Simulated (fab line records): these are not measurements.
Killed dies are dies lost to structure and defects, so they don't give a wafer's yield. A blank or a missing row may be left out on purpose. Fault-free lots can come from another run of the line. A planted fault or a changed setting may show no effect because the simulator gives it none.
Problem report in the 8D (eight disciplines) form, filled by code :: flow berkeley_cmos170 :: the parts of the form that need people (team, actions taken, sign-off) are left out

1. THE ISSUE
Wafers without a fault read 1.0003e+13, standard deviation 9.6e+09; dose_ions_cm2 at UCB170_NWELL_IMPLANT_14 reads a mean of 9.8042e+12 on 6 wafers belonging to 2 lots. Measured from the usual mean, that is -21 standard deviations.
Seen first at day 4 23:17 on implanter-02, wafer L415.1. The record has a number at this step for 42 wafers belonging to 14 lots. By rule, "out" or "out of limits" means more than 4 standard deviations away from the usual mean. All remaining wafers that have a number are taken as sound.

2. WHAT IT IS, AND WHAT IT ISN'T
question: which readings at this step
is: dose_ions_cm2
is not: beam_energy_keV, end_station_pressure_torr

question: which lots
is: L415, L416
is not: L404, L405, L406, L407, L409, L414, L417, L418, L420, L421, L424, L425

question: which wafers of those lots
is: all that have a number
is not: -

question: read on which tools
is: implanter-02
is not: implanter-01, implanter-03

question: when
is: from day 4 23:17
is not: up to then (15 sound wafers); but 21 sound wafers of L414, L417, L418, L420, L421, L424, L425 came after

3. SUSPECTS, AND WHAT RULES EACH OUT
Counting: a tool stays on the suspect list if, at a process step up to the reading, it processed all lots that are out and no sound lot following the first of them.
- implanter-02 at UCB170_NWELL_IMPLANT_14: kept. All lots that are out passed through it, beginning with L415 at day 4 23:17, and no sound lot followed; its final sound lot before that point was L409 at day 3 15:32. On those wafers its own readings are out: dose_ions_cm2.
The count leaves implanter-02 at UCB170_NWELL_IMPLANT_14.

4. THE CAUSE (what the simulator had put in)
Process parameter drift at UCB170_NWELL_IMPLANT_14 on implanter-02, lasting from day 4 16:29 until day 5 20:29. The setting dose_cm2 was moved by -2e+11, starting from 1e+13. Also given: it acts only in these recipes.
Counting left only this tool.

5. THE CHAIN OF EFFECTS, in route order
Each row: a reading whose mean over the struck wafers that have a number lies more than 3 standard deviations from the usual. Only readings for which the record gives a usual standard deviation are gone through. hours: the time from each lot's start at the first step in this table that gives one to its start at this step, as a median over the lots. sigmas: the change in usual standard deviations.
hours: 0
step: UCB170_NWELL_IMPLANT_14
reading: dose_ions_cm2
usual: 1.0003e+13
on struck wafers: 9.8042e+12
change: -1.9883e+11
sigmas: -21
Here are the process steps it includes:
- UCB170_NWELL_IMPLANT_14
Later measuring or inspecting steps at which every struck wafer that the step has a row for has a number for every such reading, and none has moved that far: UCB170_NWELL_TW_MEAS_16, UCB170_GATE_THK_MEAS_05, UCB170_CONTACT_THK_MEAS_02.

6. HOW IT WOULD HAVE BEEN CAUGHT EARLIER
In this record no reading fell out of limits until day 4 23:17, 7 hours after the fault had begun at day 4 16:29.
